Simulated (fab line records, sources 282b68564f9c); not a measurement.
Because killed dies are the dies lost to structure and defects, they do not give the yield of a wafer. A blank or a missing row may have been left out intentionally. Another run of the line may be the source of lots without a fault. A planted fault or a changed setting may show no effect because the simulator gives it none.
A struck lot beside a sound one || flow rit cmos || 43 steps out of a route of 202
Sound: these wafers, L193.2, L193.4, L193.5. Struck: wafers L204.1, L204.4 (left out: L204.2, a lot-mate that was not struck); the cause follows at the end.
Order at every step that has rows: each side's tool, ch and its chambers, its first start. Under that, the readings that differ: sound wafers || struck wafers || difference of the means || sigmas: that difference in standard deviations of wafers without a fault.
alike: words and numbers the same on both sides, and readings whose means are apart by under 2 such deviations; not compared: readings that were withheld, readings missing a value for some wafer, numbers with overlapping values and no deviation given by the record, and bounds like >300 which may hide the same value.
Wherever a step has rows on one side only, a row that says differs or no value, or a row with sigmas, the two part there. Numbers that have no deviation but don't overlap get no sigmas and don't part them. Lack of a reading on every wafer of one side parts them only where that side has two or more wafers.

first, 1 step without rows for these wafers: RIT_NSD_IMPLANT_08.
RIT_NSD_STRIP_09: strips in O2, time 180 s.
  sound on plasma asher-03 ch 0,1, day 3 06:41; struck on plasma asher-03 ch 1, day 5 16:23
  alike: drypump motor current A
  not compared: rf hours counter h
RIT_NSD_TW_MEAS_10:
  struck on film metro-01, day 5 16:34; sound on film metro-01, day 3 06:52
  alike: NSD_TW
then, 6 steps without rows for these wafers: RIT_PSD_HMDS_00 (prime time 60 s); RIT_PSD_COAT_01 (resist thk 1000 nm); RIT_PSD_SOFTBAKE_02 (time 60 s); RIT_PSD_EXPOSE_03 (exposes mask M10, target cd 40900 nm); RIT_PSD_PEB_04; RIT_PSD_DEVELOP_05 (develop time 50 s).
RIT_PSD_OVL_MEAS_06:
  struck on overlay-01, day 5 17:39; sound on overlay-02, day 3 07:47
  alike: PSD_OVL
then, 2 steps without rows for these wafers: RIT_PSD_HARDBAKE_07 (time 60 s); RIT_PSD_IMPLANT_08.
RIT_PSD_STRIP_09: strips in O2, time 180 s.
  sound on plasma asher-04 ch 0,1, day 3 08:13; struck on plasma asher-04 ch 1, day 5 17:59
  alike: drypump motor current A
  not compared: rf hours counter h
RIT_PSD_TW_MEAS_10:
  struck on film metro-04, day 5 18:10; sound on film metro-03, day 3 08:24
{"reading": "PSD_TW", "sound": "3512 3444 3478", "struck": "3350 3358", "difference": -124, "sigmas": -2}
then, 3 steps without rows for these wafers: RIT_SDANNEAL_CLEAN_00 (cleans in SC1, time 600 s); RIT_SDANNEAL_CLEAN_01 (cleans in dHF, time 30 s); RIT_SDANNEAL_CLEAN_02 (cleans in SC2, time 600 s).
RIT_SDANNEAL_RTA_03: time 5 s.
  sound on rtp anneal-02 ch 0, day 3 08:50; struck on rtp anneal-01 ch 0, day 5 18:47
  alike: wafer_temp_C_max
RIT_SDANNEAL_RS_MEAS_04: a four-point-probe measurement.
  struck on film metro-04, day 5 18:51; sound on film metro-03, day 3 08:54
  alike: PSD_RS
RIT_SDANNEAL_RS_MEAS_05: a four-point-probe measurement.
  struck on film metro-04, day 5 18:58; sound on film metro-03, day 3 09:01
  alike: NSD_RS
RIT_SDANNEAL_RS_MEAS_06: a four-point-probe measurement.
  struck on film metro-04, day 5 19:05; sound on film metro-03, day 3 09:08
  alike: PLDD_RS
RIT_SDANNEAL_RS_MEAS_07: a four-point-probe measurement.
  struck on film metro-04, day 5 19:13; sound on film metro-03, day 3 09:16
  alike: NLDD_RS
then, 2 steps without rows for these wafers: RIT_SILICIDE_WET_ETCH_00 (etches SiO2 in BOE, target depth 14 nm, time 15 s); RIT_SILICIDE_SPUTTER_01 (material Ti, target thk 30 nm, time 240 s).
RIT_SILICIDE_RS_MEAS_02: a four-point-probe measurement.
  struck on film metro-01, day 5 19:29; sound on film metro-02, day 3 09:32
  alike: SILICIDE_TI_RS
RIT_SILICIDE_THK_MEAS_03: measures by xrf.
  struck on film metro-01, day 5 19:37; sound on film metro-02, day 3 09:39
  alike: SILICIDE_TI_THK
RIT_SILICIDE_RTA_04: time 10 s, ramp up 5 s, ramp down 5 s.
  sound on rtp anneal-01 ch 0, day 3 09:43; struck on rtp anneal-02 ch 0, day 5 19:40
{"reading": "wafer_temp_C_max", "sound": "651.8 652.4 651.5", "struck": "654.9 652.6", "difference": "+1.9", "sigmas": "+2"}
then, 3 steps without rows for these wafers: RIT_SILICIDE_WET_ETCH_05 (etches Ti in SPM, time 120 s); RIT_SILICIDE_RTA_06 (time 10 s, ramp up 5 s, ramp down 10 s); RIT_CONTACT_CVD_00 (deposits SiO2 from TEOS, target thk 400 nm, time 61 s).
RIT_CONTACT_THK_MEAS_01:
  struck on film metro-04, day 5 19:54; sound on film metro-03, day 3 10:00
  alike: CONTACT_TEOS_THK
then, 6 steps without rows for these wafers: RIT_CONTACT_HMDS_02 (prime time 60 s); RIT_CONTACT_COAT_03 (resist thk 1000 nm); RIT_CONTACT_SOFTBAKE_04 (time 60 s); RIT_CONTACT_EXPOSE_05 (exposes mask M11, target cd 1000 nm); RIT_CONTACT_PEB_06; RIT_CONTACT_DEVELOP_07 (develop time 120 s).
RIT_CONTACT_CD_MEAS_08: the cd target is 1000 nm.
  struck on cd sem-02, day 5 21:07; sound on cd sem-02, day 3 11:02
  alike: cd nm
RIT_CONTACT_OVL_MEAS_09:
  struck on overlay-02, day 5 21:14; sound on overlay-02, day 3 11:09
  alike: CONTACT_OVL
then, 1 step without rows for these wafers: RIT_CONTACT_HARDBAKE_10 (time 60 s).
RIT_CONTACT_ETCH_11: etches SiO2 in CHF3/CF4/Ar, stops on TiSi2, target depth 480 nm, time 320 s.
  sound on rie diel-04 ch 1,2,3, day 3 11:20; struck on rie diel-04 ch 1,3, day 5 21:37
  alike: drypump motor current A, mfc ar sccm, oes product au, throttle valve pct
  not compared: rf hours counter h
RIT_CONTACT_STRIP_12: strips in O2, time 180 s.
  sound on plasma asher-03 ch 0,1, day 3 11:31; struck on plasma asher-01 ch 0,1, day 5 21:48
  alike: drypump motor current A
  not compared: rf hours counter h
RIT_M1_PROBE_99:
  the record has rows for the struck wafers here (prober-01, day 6 02:38) and none for the sound ones

WHERE THEY PART
First at RIT_PSD_TW_MEAS_10; last, within this record, at RIT_M1_PROBE_99.

WHY: what had been put in by the simulator
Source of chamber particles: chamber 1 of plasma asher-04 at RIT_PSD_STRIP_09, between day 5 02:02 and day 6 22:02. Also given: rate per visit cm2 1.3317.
